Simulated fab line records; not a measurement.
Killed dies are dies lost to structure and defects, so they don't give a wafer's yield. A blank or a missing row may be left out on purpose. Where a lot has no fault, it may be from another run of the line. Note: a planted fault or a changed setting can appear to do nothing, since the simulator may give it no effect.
fab line records :: flow rit-cmos
record:
  lots: 14
  wafers: 42
  last-day: 7
route steps=202 shown PWELL@47 M1@202
lots that met no fault: from a run of the same line without faults
start-h: the number of hours between the record's first day and the start of the first shown wafer of the lot :: wait-h: hours since the lot's step before :: " unchanged from the row above :: L1.1+2: a row that stands for several wafers :: - either no value or no given start :: * or withheld: withheld :: < > ~ a bound
route shown NAME@n: a module of which the file shows steps, and the number in the route of the first :: usual: average and standard deviation across the fault-free wafers :: same: alike in all rows :: chamber/n: place in a boat :: sites: the reading at each site :: _std_site: how widely they spread, as a standard deviation :: _edge_site: inner sites' mean taken away from outer sites' mean :: radius-mm: how far each site lies from the wafer's centre :: mask NAME#n: copy n :: behind: the last tool/chamber to shape the wafer :: hold: why the lot was held/for how many hours/how that ended :: device: the transistor (n, p or np) that didn't switch :: end of line: the route-end tests of the same wafers :: step lacking rows: just its recipe :: killed: count of dies lost to structure and defects at first sort (not the wafer's yield) :: map: dies across one wafer; x = killed, . = not, _ = none there
set.NAME: setting as actually run; set.NAME@STEP: the setting as run at that earlier step :: model.NAME: the simulator's own value behind a step, which no gauge read
a sample of lots followed through the steps of the route, with each step as a table and each wafer as a row
services: a tool's chamber out of use, with start hour (start-h, from the record's first day; less than 0 if before it), hours out, and reason
== steps ==
step: RIT_PWELL_IMPLANT_08
recipe:
  species: B
  energy-kev: 170
  dose-cm2: 7e+13
  tilt-deg: 7
usual:
  beam-on-s: 10.00/0.2
  dose-ions-cm2: 6.999e+13/7e+10
  faraday-current-uA: 222/4.3
lot.wafer: L769.3
tool: implanter-01
chamber: 0
start-h: 22.70
wait-h: 0.2
beam-on-s: 10.05
dose-ions-cm2: 7.01e+13
faraday-current-uA: 220

lot.wafer: L769.4
tool: implanter-01
chamber: 0
start-h: 22.70
wait-h: 0.2
beam-on-s: 10.03
dose-ions-cm2: 7e+13
faraday-current-uA: 222

lot.wafer: L769.5
tool: implanter-01
chamber: 0
start-h: 22.70
wait-h: 0.2
beam-on-s: 10.02
dose-ions-cm2: 6.998e+13
faraday-current-uA: 222

lot.wafer: L770.1
tool: implanter-01
chamber: 0
start-h: 27.15
wait-h: 0.2
beam-on-s: 10.25
dose-ions-cm2: 6.996e+13
faraday-current-uA: 217

lot.wafer: L770.3
tool: implanter-01
chamber: 0
start-h: 27.15
wait-h: 0.2
beam-on-s: 9.53
dose-ions-cm2: 6.991e+13
faraday-current-uA: 232

lot.wafer: L770.4
tool: implanter-01
chamber: 0
start-h: 27.15
wait-h: 0.2
beam-on-s: 9.89
dose-ions-cm2: 6.989e+13
faraday-current-uA: 223

lot.wafer: L773.1
tool: implanter-04
chamber: 0
start-h: 43.10
wait-h: 0.2
beam-on-s: 10.12
dose-ions-cm2: 7.002e+13
faraday-current-uA: 219

lot.wafer: L773.2
tool: implanter-04
chamber: 0
start-h: 43.10
wait-h: 0.2
beam-on-s: 10.25
dose-ions-cm2: 6.998e+13
faraday-current-uA: 216

lot.wafer: L773.6
tool: implanter-04
chamber: 0
start-h: 43.10
wait-h: 0.2
beam-on-s: 9.70
dose-ions-cm2: 6.999e+13
faraday-current-uA: 228

lot.wafer: L774.1
tool: implanter-03
chamber: 0
start-h: 48.97
wait-h: 0.2
beam-on-s: 9.64
dose-ions-cm2: 7.006e+13
faraday-current-uA: 230

lot.wafer: L774.3
tool: implanter-03
chamber: 0
start-h: 48.97
wait-h: 0.2
beam-on-s: 10.22
dose-ions-cm2: 7.005e+13
faraday-current-uA: 217

lot.wafer: L774.6
tool: implanter-03
chamber: 0
start-h: 48.97
wait-h: 0.2
beam-on-s: 10.14
dose-ions-cm2: 6.995e+13
faraday-current-uA: 219

lot.wafer: L775.2
tool: implanter-04
chamber: 0
start-h: 53.76
wait-h: 0.2
beam-on-s: 9.73
dose-ions-cm2: 6.987e+13
faraday-current-uA: 228

lot.wafer: L775.5
tool: implanter-04
chamber: 0
start-h: 53.76
wait-h: 0.2
beam-on-s: 9.95
dose-ions-cm2: 7.001e+13
faraday-current-uA: 222

lot.wafer: L775.6
tool: implanter-04
chamber: 0
start-h: 53.76
wait-h: 0.2
beam-on-s: 10.30
dose-ions-cm2: 6.999e+13
faraday-current-uA: 215

lot.wafer: L776.1
tool: implanter-04
chamber: 0
start-h: 61.15
wait-h: 0.2
beam-on-s: 10.13
dose-ions-cm2: 6.995e+13
faraday-current-uA: 219

lot.wafer: L776.5
tool: implanter-04
chamber: 0
start-h: 61.15
wait-h: 0.2
beam-on-s: 9.89
dose-ions-cm2: 6.996e+13
faraday-current-uA: 225

lot.wafer: L776.6
tool: implanter-04
chamber: 0
start-h: 61.15
wait-h: 0.2
beam-on-s: 10.04
dose-ions-cm2: 7.001e+13
faraday-current-uA: 221

lot.wafer: L777.3
tool: implanter-04
chamber: 0
start-h: 64.33
wait-h: 0.2
beam-on-s: 9.52
dose-ions-cm2: 6.991e+13
faraday-current-uA: 232

lot.wafer: L777.4
tool: implanter-04
chamber: 0
start-h: 64.33
wait-h: 0.2
beam-on-s: 9.67
dose-ions-cm2: 7.001e+13
faraday-current-uA: 228

lot.wafer: L777.6
tool: implanter-04
chamber: 0
start-h: 64.33
wait-h: 0.2
beam-on-s: 10.05
dose-ions-cm2: 7.01e+13
faraday-current-uA: 220

lot.wafer: L778.3
tool: implanter-03
chamber: 0
start-h: 67.33
wait-h: 0.2
beam-on-s: 9.86
dose-ions-cm2: 6.997e+13
faraday-current-uA: 223

lot.wafer: L778.4
tool: implanter-03
chamber: 0
start-h: 67.33
wait-h: 0.2
beam-on-s: 9.76
dose-ions-cm2: 6.996e+13
faraday-current-uA: 227

lot.wafer: L778.5
tool: implanter-03
chamber: 0
start-h: 67.33
wait-h: 0.2
beam-on-s: 9.80
dose-ions-cm2: 7.011e+13
faraday-current-uA: 227

lot.wafer: L781.2
tool: implanter-03
chamber: 0
start-h: 82.37
wait-h: 0.2
beam-on-s: 9.64
dose-ions-cm2: 7.005e+13
faraday-current-uA: 230

lot.wafer: L781.3
tool: implanter-03
chamber: 0
start-h: 82.37
wait-h: 0.2
beam-on-s: 10.12
dose-ions-cm2: 7.016e+13
faraday-current-uA: 219

lot.wafer: L781.6
tool: implanter-03
chamber: 0
start-h: 82.37
wait-h: 0.2
beam-on-s: 9.92
dose-ions-cm2: 7.006e+13
faraday-current-uA: 224

lot.wafer: L783.3
tool: implanter-03
chamber: 0
start-h: 92.28
wait-h: 0.2
beam-on-s: 9.93
dose-ions-cm2: 1.1437e+14
faraday-current-uA: 364

lot.wafer: L783.4
tool: implanter-03
chamber: 0
start-h: 92.28
wait-h: 0.2
beam-on-s: 9.57
dose-ions-cm2: 1.1439e+14
faraday-current-uA: 377

lot.wafer: L783.5
tool: implanter-03
chamber: 0
start-h: 92.28
wait-h: 0.2
beam-on-s: 10.01
dose-ions-cm2: 1.1431e+14
faraday-current-uA: 362

lot.wafer: L784.1
tool: implanter-01
chamber: 0
start-h: 99.45
wait-h: 0.2
beam-on-s: 10.11
dose-ions-cm2: 6.994e+13
faraday-current-uA: 219

lot.wafer: L784.2
tool: implanter-01
chamber: 0
start-h: 99.45
wait-h: 0.2
beam-on-s: 10.27
dose-ions-cm2: 7.005e+13
faraday-current-uA: 216

lot.wafer: L784.3
tool: implanter-01
chamber: 0
start-h: 99.45
wait-h: 0.2
beam-on-s: 10.08
dose-ions-cm2: 6.992e+13
faraday-current-uA: 220

lot.wafer: L786.1
tool: implanter-03
chamber: 0
start-h: 107.58
wait-h: 0.2
beam-on-s: 10.24
dose-ions-cm2: 1.1429e+14
faraday-current-uA: 353

lot.wafer: L786.3
tool: implanter-03
chamber: 0
start-h: 107.58
wait-h: 0.2
beam-on-s: 10.16
dose-ions-cm2: 1.1432e+14
faraday-current-uA: 356

lot.wafer: L786.5
tool: implanter-03
chamber: 0
start-h: 107.58
wait-h: 0.2
beam-on-s: 10.07
dose-ions-cm2: 1.1435e+14
faraday-current-uA: 359

lot.wafer: L788.1
tool: implanter-04
chamber: 0
start-h: 117.40
wait-h: 0.2
beam-on-s: 10.03
dose-ions-cm2: 7.002e+13
faraday-current-uA: 221

lot.wafer: L788.2
tool: implanter-04
chamber: 0
start-h: 117.40
wait-h: 0.2
beam-on-s: 9.88
dose-ions-cm2: 6.999e+13
faraday-current-uA: 224

lot.wafer: L788.4
tool: implanter-04
chamber: 0
start-h: 117.40
wait-h: 0.2
beam-on-s: 9.88
dose-ions-cm2: 7.001e+13
faraday-current-uA: 225

lot.wafer: L792.2
tool: implanter-04
chamber: 0
start-h: 137.84
wait-h: 0.2
beam-on-s: 10.04
dose-ions-cm2: 6.987e+13
faraday-current-uA: 221

lot.wafer: L792.4
tool: implanter-04
chamber: 0
start-h: 137.84
wait-h: 0.2
beam-on-s: 9.75
dose-ions-cm2: 6.986e+13
faraday-current-uA: 227

lot.wafer: L792.5
tool: implanter-04
chamber: 0
start-h: 137.84
wait-h: 0.2
beam-on-s: 9.85
dose-ions-cm2: 7e+13
faraday-current-uA: 225
step: RIT_PWELL_TW_MEAS_10
usual:
  PWELL_TW: 957/8.5
lot.wafer: L769.3
tool: film-metro-01
chamber: -
start-h: 22.99
wait-h: 0.1
PWELL_TW: 968

lot.wafer: L769.4
tool: film-metro-01
chamber: -
start-h: 22.99
wait-h: 0.1
PWELL_TW: 961

lot.wafer: L769.5
tool: film-metro-01
chamber: -
start-h: 22.99
wait-h: 0.1
PWELL_TW: 961

lot.wafer: L770.1
tool: film-metro-04
chamber: -
start-h: 27.47
wait-h: 0.1
PWELL_TW: 971

lot.wafer: L770.3
tool: film-metro-04
chamber: -
start-h: 27.47
wait-h: 0.1
PWELL_TW: 966

lot.wafer: L770.4
tool: film-metro-04
chamber: -
start-h: 27.47
wait-h: 0.1
PWELL_TW: 965

lot.wafer: L773.1
tool: film-metro-04
chamber: -
start-h: 43.42
wait-h: 0.1
PWELL_TW: 965

lot.wafer: L773.2
tool: film-metro-04
chamber: -
start-h: 43.42
wait-h: 0.1
PWELL_TW: 966

lot.wafer: L773.6
tool: film-metro-04
chamber: -
start-h: 43.42
wait-h: 0.1
PWELL_TW: 964

lot.wafer: L774.1
tool: film-metro-04
chamber: -
start-h: 49.29
wait-h: 0.1
PWELL_TW: 963

lot.wafer: L774.3
tool: film-metro-04
chamber: -
start-h: 49.29
wait-h: 0.1
PWELL_TW: 963

lot.wafer: L774.6
tool: film-metro-04
chamber: -
start-h: 49.29
wait-h: 0.1
PWELL_TW: 958

lot.wafer: L775.2
tool: film-metro-01
chamber: -
start-h: 54.07
wait-h: 0.1
PWELL_TW: 961

lot.wafer: L775.5
tool: film-metro-01
chamber: -
start-h: 54.07
wait-h: 0.1
PWELL_TW: 953

lot.wafer: L775.6
tool: film-metro-01
chamber: -
start-h: 54.07
wait-h: 0.1
PWELL_TW: 962

lot.wafer: L776.1
tool: film-metro-02
chamber: -
start-h: 61.48
wait-h: 0.1
PWELL_TW: 949

lot.wafer: L776.5
tool: film-metro-02
chamber: -
start-h: 61.48
wait-h: 0.1
PWELL_TW: 941

lot.wafer: L776.6
tool: film-metro-02
chamber: -
start-h: 61.48
wait-h: 0.1
PWELL_TW: 946

lot.wafer: L777.3
tool: film-metro-02
chamber: -
start-h: 64.63
wait-h: 0.1
PWELL_TW: 939

lot.wafer: L777.4
tool: film-metro-02
chamber: -
start-h: 64.63
wait-h: 0.1
PWELL_TW: 938

lot.wafer: L777.6
tool: film-metro-02
chamber: -
start-h: 64.63
wait-h: 0.1
PWELL_TW: 940

lot.wafer: L778.3
tool: film-metro-04
chamber: -
start-h: 67.63
wait-h: 0.1
PWELL_TW: 958

lot.wafer: L778.4
tool: film-metro-04
chamber: -
start-h: 67.63
wait-h: 0.1
PWELL_TW: 958

lot.wafer: L778.5
tool: film-metro-04
chamber: -
start-h: 67.63
wait-h: 0.1
PWELL_TW: 966

lot.wafer: L781.2
tool: film-metro-01
chamber: -
start-h: 82.68
wait-h: 0.1
PWELL_TW: 962

lot.wafer: L781.3
tool: film-metro-01
chamber: -
start-h: 82.68
wait-h: 0.1
PWELL_TW: 962

lot.wafer: L781.6
tool: film-metro-01
chamber: -
start-h: 82.68
wait-h: 0.1
PWELL_TW: 964

lot.wafer: L783.3
tool: film-metro-04
chamber: -
start-h: 92.57
wait-h: 0.1
PWELL_TW: 1139

lot.wafer: L783.4
tool: film-metro-04
chamber: -
start-h: 92.57
wait-h: 0.1
PWELL_TW: 1131

lot.wafer: L783.5
tool: film-metro-04
chamber: -
start-h: 92.57
wait-h: 0.1
PWELL_TW: 1135

lot.wafer: L784.1
tool: film-metro-04
chamber: -
start-h: 99.77
wait-h: 0.1
PWELL_TW: 950

lot.wafer: L784.2
tool: film-metro-04
chamber: -
start-h: 99.77
wait-h: 0.1
PWELL_TW: 947

lot.wafer: L784.3
tool: film-metro-04
chamber: -
start-h: 99.77
wait-h: 0.1
PWELL_TW: 951

lot.wafer: L786.1
tool: film-metro-02
chamber: -
start-h: 107.91
wait-h: 0.1
PWELL_TW: 1107

lot.wafer: L786.3
tool: film-metro-02
chamber: -
start-h: 107.91
wait-h: 0.1
PWELL_TW: 1111

lot.wafer: L786.5
tool: film-metro-02
chamber: -
start-h: 107.91
wait-h: 0.1
PWELL_TW: 1104

lot.wafer: L788.1
tool: film-metro-04
chamber: -
start-h: 117.72
wait-h: 0.1
PWELL_TW: 952

lot.wafer: L788.2
tool: film-metro-04
chamber: -
start-h: 117.72
wait-h: 0.1
PWELL_TW: 954

lot.wafer: L788.4
tool: film-metro-04
chamber: -
start-h: 117.72
wait-h: 0.1
PWELL_TW: 955

lot.wafer: L792.2
tool: film-metro-04
chamber: -
start-h: 138.15
wait-h: 0.1
PWELL_TW: 957

lot.wafer: L792.4
tool: film-metro-04
chamber: -
start-h: 138.15
wait-h: 0.1
PWELL_TW: 957

lot.wafer: L792.5
tool: film-metro-04
chamber: -
start-h: 138.15
wait-h: 0.1
PWELL_TW: 951
step: RIT_WELLDRIVE_RS_MEAS_02
recipe:
  thk-meas-gauge: four-point-probe
usual:
  PWELL_RS: 429.6/1.2
lot.wafer: L769.3
tool: film-metro-04
chamber: -
start-h: 28.74
wait-h: 0.1
PWELL_RS[ohm/sq]: 427.6

lot.wafer: L769.4
tool: film-metro-04
chamber: -
start-h: 28.74
wait-h: 0.1
PWELL_RS[ohm/sq]: 427.7

lot.wafer: L769.5
tool: film-metro-04
chamber: -
start-h: 28.74
wait-h: 0.1
PWELL_RS[ohm/sq]: 428.5

lot.wafer: L770.1
tool: film-metro-04
chamber: -
start-h: 32.74
wait-h: 0.1
PWELL_RS[ohm/sq]: 429.3

lot.wafer: L770.3
tool: film-metro-04
chamber: -
start-h: 32.74
wait-h: 0.1
PWELL_RS[ohm/sq]: 428.2

lot.wafer: L770.4
tool: film-metro-04
chamber: -
start-h: 32.74
wait-h: 0.1
PWELL_RS[ohm/sq]: 428.3

lot.wafer: L773.1
tool: film-metro-04
chamber: -
start-h: 49.98
wait-h: 0.1
PWELL_RS[ohm/sq]: 430.8

lot.wafer: L773.2
tool: film-metro-04
chamber: -
start-h: 49.98
wait-h: 0.1
PWELL_RS[ohm/sq]: 430.8

lot.wafer: L773.6
tool: film-metro-04
chamber: -
start-h: 49.98
wait-h: 0.1
PWELL_RS[ohm/sq]: 431.5

lot.wafer: L774.1
tool: film-metro-02
chamber: -
start-h: 54.56
wait-h: 0.1
PWELL_RS[ohm/sq]: 429.3

lot.wafer: L774.3
tool: film-metro-02
chamber: -
start-h: 54.56
wait-h: 0.1
PWELL_RS[ohm/sq]: 427.9

lot.wafer: L774.6
tool: film-metro-02
chamber: -
start-h: 54.56
wait-h: 0.1
PWELL_RS[ohm/sq]: 429.4

lot.wafer: L775.2
tool: film-metro-04
chamber: -
start-h: 60.24
wait-h: 0.1
PWELL_RS[ohm/sq]: 429.1

lot.wafer: L775.5
tool: film-metro-04
chamber: -
start-h: 60.24
wait-h: 0.1
PWELL_RS[ohm/sq]: 429.7

lot.wafer: L775.6
tool: film-metro-04
chamber: -
start-h: 60.24
wait-h: 0.1
PWELL_RS[ohm/sq]: 429.0

lot.wafer: L776.1
tool: film-metro-04
chamber: -
start-h: 66.74
wait-h: 0.1
PWELL_RS[ohm/sq]: 430.4

lot.wafer: L776.5
tool: film-metro-04
chamber: -
start-h: 66.74
wait-h: 0.1
PWELL_RS[ohm/sq]: 430.3

lot.wafer: L776.6
tool: film-metro-04
chamber: -
start-h: 66.74
wait-h: 0.1
PWELL_RS[ohm/sq]: 429.7

lot.wafer: L777.3
tool: film-metro-04
chamber: -
start-h: 69.91
wait-h: 0.1
PWELL_RS[ohm/sq]: 430.4

lot.wafer: L777.4
tool: film-metro-04
chamber: -
start-h: 69.91
wait-h: 0.1
PWELL_RS[ohm/sq]: 430.0

lot.wafer: L777.6
tool: film-metro-04
chamber: -
start-h: 69.91
wait-h: 0.1
PWELL_RS[ohm/sq]: 430.5

lot.wafer: L778.3
tool: film-metro-04
chamber: -
start-h: 72.91
wait-h: 0.1
PWELL_RS[ohm/sq]: 430.6

lot.wafer: L778.4
tool: film-metro-04
chamber: -
start-h: 72.91
wait-h: 0.1
PWELL_RS[ohm/sq]: 429.8

lot.wafer: L778.5
tool: film-metro-04
chamber: -
start-h: 72.91
wait-h: 0.1
PWELL_RS[ohm/sq]: 431.0

lot.wafer: L781.2
tool: film-metro-02
chamber: -
start-h: 88.01
wait-h: 0.1
PWELL_RS[ohm/sq]: 430.4

lot.wafer: L781.3
tool: film-metro-02
chamber: -
start-h: 88.01
wait-h: 0.1
PWELL_RS[ohm/sq]: 429.3

lot.wafer: L781.6
tool: film-metro-02
chamber: -
start-h: 88.01
wait-h: 0.1
PWELL_RS[ohm/sq]: 429.6

lot.wafer: L783.3
tool: film-metro-02
chamber: -
start-h: 98.31
wait-h: 0.1
PWELL_RS[ohm/sq]: 317.6

lot.wafer: L783.4
tool: film-metro-02
chamber: -
start-h: 98.31
wait-h: 0.1
PWELL_RS[ohm/sq]: 317.2

lot.wafer: L783.5
tool: film-metro-02
chamber: -
start-h: 98.31
wait-h: 0.1
PWELL_RS[ohm/sq]: 317.0

lot.wafer: L784.1
tool: film-metro-01
chamber: -
start-h: 105.04
wait-h: 0.1
PWELL_RS[ohm/sq]: 430.2

lot.wafer: L784.2
tool: film-metro-01
chamber: -
start-h: 105.04
wait-h: 0.1
PWELL_RS[ohm/sq]: 430.7

lot.wafer: L784.3
tool: film-metro-01
chamber: -
start-h: 105.04
wait-h: 0.1
PWELL_RS[ohm/sq]: 430.7

lot.wafer: L786.1
tool: film-metro-02
chamber: -
start-h: 114.20
wait-h: 0.1
PWELL_RS[ohm/sq]: 317.1

lot.wafer: L786.3
tool: film-metro-02
chamber: -
start-h: 114.20
wait-h: 0.1
PWELL_RS[ohm/sq]: 316.8

lot.wafer: L786.5
tool: film-metro-02
chamber: -
start-h: 114.20
wait-h: 0.1
PWELL_RS[ohm/sq]: 316.3

lot.wafer: L788.1
tool: film-metro-02
chamber: -
start-h: 122.99
wait-h: 0.1
PWELL_RS[ohm/sq]: 431.2

lot.wafer: L788.2
tool: film-metro-02
chamber: -
start-h: 122.99
wait-h: 0.1
PWELL_RS[ohm/sq]: 431.3

lot.wafer: L788.4
tool: film-metro-02
chamber: -
start-h: 122.99
wait-h: 0.1
PWELL_RS[ohm/sq]: 431.2

lot.wafer: L792.2
tool: film-metro-01
chamber: -
start-h: 143.42
wait-h: 0.1
PWELL_RS[ohm/sq]: 429.1

lot.wafer: L792.4
tool: film-metro-01
chamber: -
start-h: 143.42
wait-h: 0.1
PWELL_RS[ohm/sq]: 428.3

lot.wafer: L792.5
tool: film-metro-01
chamber: -
start-h: 143.42
wait-h: 0.1
PWELL_RS[ohm/sq]: 428.9
step: RIT_M1_PROBE_99
usual:
  killed-at-contacts: 0.1/0.28
  killed-at-front-end: 6.5/3
  killed-dies: 7/3
  killed-open: 3.2/2
  killed-short: 3.2/1.9
same:
  gross-dies: 264
  killed_at_M0_to_M3: 0
  killed_at_M4_up: 0
  killed-at-back-side: 0
  killed-at-other: 0
lot.wafer: L783.3
tool: prober-01
chamber: -
start-h: 126.23
wait-h: 0.2
killed-at-contacts: 0
killed-at-front-end: 5
killed-dies: 5
killed-open: 3
killed-short: 2

lot.wafer: L783.4
tool: prober-01
chamber: -
start-h: 126.28
wait-h: 0.2
killed-at-contacts: 0
killed-at-front-end: 11
killed-dies: 11
killed-open: 3
killed-short: 8

lot.wafer: L783.5
tool: prober-01
chamber: -
start-h: 126.33
wait-h: 0.2
killed-at-contacts: 1
killed-at-front-end: 6
killed-dies: 7
killed-open: 3
killed-short: 4

lot.wafer: L792.2
tool: prober-02
chamber: -
start-h: 171.46
wait-h: 0.1
killed-at-contacts: 0
killed-at-front-end: 4
killed-dies: 4
killed-open: 2
killed-short: 2

lot.wafer: L792.4
tool: prober-02
chamber: -
start-h: 171.56
wait-h: 0.2
killed-at-contacts: 0
killed-at-front-end: 8
killed-dies: 8
killed-open: 4
killed-short: 4

lot.wafer: L792.5
tool: prober-02
chamber: -
start-h: 171.61
wait-h: 0.2
killed-at-contacts: 0
killed-at-front-end: 4
killed-dies: 4
killed-open: 1
killed-short: 3
killed by level:class
L783.3 FOX2:geometric-particle:open=1 GATE:geometric-particle:open=1 GATE:geometric-particle:short=1 REOX:geometric-particle:short=1 SPACER:geometric-particle:open=1
L783.4 REOX:geometric-particle:short=4 GATE:geometric-particle:short=2 FOX1:geometric-particle:short=1 FOX1:geometric-particle:open=1 GATE:geometric-particle:open=1 REOX:geometric-particle:open=1 SPACER:geometric-particle:short=1
L783.5 FOX2:geometric-particle:open=1 GATE:geometric-particle:short=1 REOX:geometric-particle:open=1 SPACER:geometric-particle:short=1 SILICIDE:geometric-particle:open=1 SILICIDE:geometric-particle:short=1 CONTACT:geometric-particle:short=1
L792.2 GATE:geometric-particle:short=2 GATE:geometric-particle:open=1 SILICIDE:geometric-particle:open=1
L792.4 GATE:geometric-particle:open=2 FOX1:geometric-particle:open=1 FOX1:geometric-particle:short=1 GATE:geometric-particle:short=1 REOX:geometric-particle:short=1 SPACER:geometric-particle:open=1 SPACER:geometric-particle:short=1
L792.5 FOX1:geometric-particle:short=1 SILICIDE:geometric-particle:short=1 FOX1:geometric-particle:open=1 SPACER:geometric-particle:short=1
== services ==
tool: implanter-04
chamber: -
start-h: 27.00
hours: 2.8
kind: repair

tool: implanter-04
chamber: -
start-h: 37.16
hours: 0.6
kind: repair

tool: implanter-03
chamber: -
start-h: 41.97
hours: 2.5
kind: repair

tool: implanter-04
chamber: -
start-h: 47.88
hours: 2.1
kind: pm

tool: implanter-01
chamber: -
start-h: 104.28
hours: 4.5
kind: repair

tool: implanter-04
chamber: -
start-h: 106.25
hours: 1.9
kind: repair

tool: implanter-03
chamber: -
start-h: 113.44
hours: 3.2
kind: repair

tool: implanter-01
chamber: -
start-h: 115.99
hours: 44.0
kind: pm
== key ==
first-sign:
  step: RIT_PWELL_IMPLANT_08
  reading: dose-ions-cm2
  direction: up
  sigmas: 99+
  usual: 6.999e+13
  struck: 1.1434e+14
effect:
  step: RIT_PWELL_IMPLANT_08
  reading: faraday-current-uA
  direction: up
  sigmas: 33
  usual: 222
  struck: 362
effect:
  step: RIT_PWELL_TW_MEAS_10
  reading: PWELL_TW
  direction: up
  sigmas: 19
  usual: 957
  struck: 1121
effect:
  step: RIT_WELLDRIVE_RS_MEAS_02
  reading: PWELL_RS
  direction: down
  sigmas: 93
  usual: 429.6
  struck: 317.0
met-at RIT_PWELL_IMPLANT_08
struck-lots L783,L786
tester-left-out L783,L786
onset-between 82.37 92.28
fault:
  kind: process-parameter-drift
  tool: implanter-03
  chamber: -
  onset-h: 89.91
  steps: RIT_PWELL_IMPLANT_08
  channel: dose-cm2
  offset: 4.4358e+13
  shape: step
  end-h: 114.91
  acts-in: these-recipes-only
  stated: 7e+13
tester-left-out: of these lots the tester's yield and bins aren't shown, on N5 and GAA mostly nor the transistor test; their killed dies are dies lost to structure and defects alone, not to doping, threshold or leakage, so they don't give the yield
